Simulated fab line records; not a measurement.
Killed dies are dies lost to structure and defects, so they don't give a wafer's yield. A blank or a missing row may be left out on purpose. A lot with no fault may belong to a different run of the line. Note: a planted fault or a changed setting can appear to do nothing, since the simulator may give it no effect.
A lot that was struck, set against a sound lot / flow rit-cmos / 20 steps out of a route of 202
Sound: wafers L688.3, L688.4, L688.5. Struck: wafers L695.1, L695.2, L695.5. The cause is given at the end.
At each step with rows: each side's tool, then ch and its chambers, then its first start. Under that, the readings that differ: sound wafers / struck wafers / difference of the means / sigmas: that difference in standard deviations of wafers without a fault.
alike: words and numbers the same on both sides, and readings whose means are apart by under 2 such deviations; not compared: readings that were withheld, readings missing a value for some wafer, numbers with overlapping values and no deviation given by the record, and bounds like >300 which may hide the same value.
Wherever a step has rows on one side only, a row that says differs or no value, or a row with sigmas, the two part there. Numbers that don't overlap but have no deviation are shown without sigmas and don't part them. A reading missing from all wafers of one side parts the sides only when that side holds two or more wafers.

first, 2 steps without rows for these wafers: RIT_NWELL_HARDBAKE_07 (time 120 s); RIT_NWELL_IMPLANT_08.
RIT_NWELL_STRIP_09: strips in O2, time 180 s.
  sound on plasma-asher-04 ch 0,1, day 3 17:49; struck on plasma-asher-04 ch 0,1, day 5 04:43
  alike: drypump-motor-current-A, rf-refl-power-W
  not compared: rf-hours-counter-h
RIT_NWELL_TW_MEAS_10:
  sound on film-metro-03 at day 3 17:57; struck on film-metro-04 at day 5 04:53
reading=NWELL_TW; sound=2166 2172 2175; struck=2107 2116 2101; difference=-63; sigmas=-2
then, 6 steps without rows for these wafers: RIT_PWELL_HMDS_00 (prime time 60 s); RIT_PWELL_COAT_01 (resist thk 1300 nm); RIT_PWELL_SOFTBAKE_02 (time 60 s); RIT_PWELL_EXPOSE_03 (exposes mask M3, target cd 43700 nm); RIT_PWELL_PEB_04; RIT_PWELL_DEVELOP_05 (develop time 68 s).
RIT_PWELL_OVL_MEAS_06:
  sound on overlay-02 at day 3 18:53; struck on overlay-02 at day 5 05:50
  alike: PWELL_OVL
then, 1 step without rows for these wafers: RIT_PWELL_HARDBAKE_07 (time 120 s).
RIT_PWELL_IMPLANT_08:
  sound on implanter-02 ch 0, day 3 19:13; struck on implanter-02 ch 0, day 5 06:07
reading=dose-ions-cm2; sound=6.995e+13 6.994e+13 6.985e+13; struck=7.397e+13 7.404e+13 7.407e+13; difference=+4.113e+12; sigmas=+58
  alike: end-station-pressure-torr
RIT_PWELL_STRIP_09: strips in O2, time 180 s.
  sound on plasma-asher-03 ch 0,1, day 3 19:22; struck on plasma-asher-02 ch 0,1, day 5 06:16
reading=rf-refl-power-W (W); sound=4.2 5.8 4.6; struck=9.1 8.1 8.2; difference=+3.6; sigmas=+3
  alike: drypump-motor-current-A
  not compared: rf-hours-counter-h
RIT_PWELL_TW_MEAS_10:
  sound on film-metro-04 at day 3 19:30; struck on film-metro-03 at day 5 06:26
reading=PWELL_TW; sound=929 934 931; struck=966 968 970; difference=+37; sigmas=+3
then, 1 step without rows for these wafers: RIT_WELLDRIVE_ANNEAL_00 (time 14700 s).
RIT_WELLDRIVE_RS_MEAS_01: uses a four-point probe to measure.
  sound on film-metro-03 at day 4 01:12; struck on film-metro-03 at day 5 11:41
  alike: NWELL_RS
RIT_WELLDRIVE_RS_MEAS_02: uses a four-point probe to measure.
  sound on film-metro-03 at day 4 01:19; struck on film-metro-03 at day 5 11:49
reading=PWELL_RS (ohm/sq); sound=430.4 429.4 431.8; struck=413.5 414.1 415.9; difference=-16.0; sigmas=-9
then, 1 step without rows for these wafers: RIT_NRETRO_HMDS_00 (prime time 60 s).
RIT_M1_PROBE_99:
  sound wafers here have rows in the record (prober-01, day 5 05:24); struck ones have none

== WHERE THEY PART ==
Earliest at RIT_NWELL_TW_MEAS_10; latest, in this record, at RIT_M1_PROBE_99.

WHY: the cause the simulator had injected
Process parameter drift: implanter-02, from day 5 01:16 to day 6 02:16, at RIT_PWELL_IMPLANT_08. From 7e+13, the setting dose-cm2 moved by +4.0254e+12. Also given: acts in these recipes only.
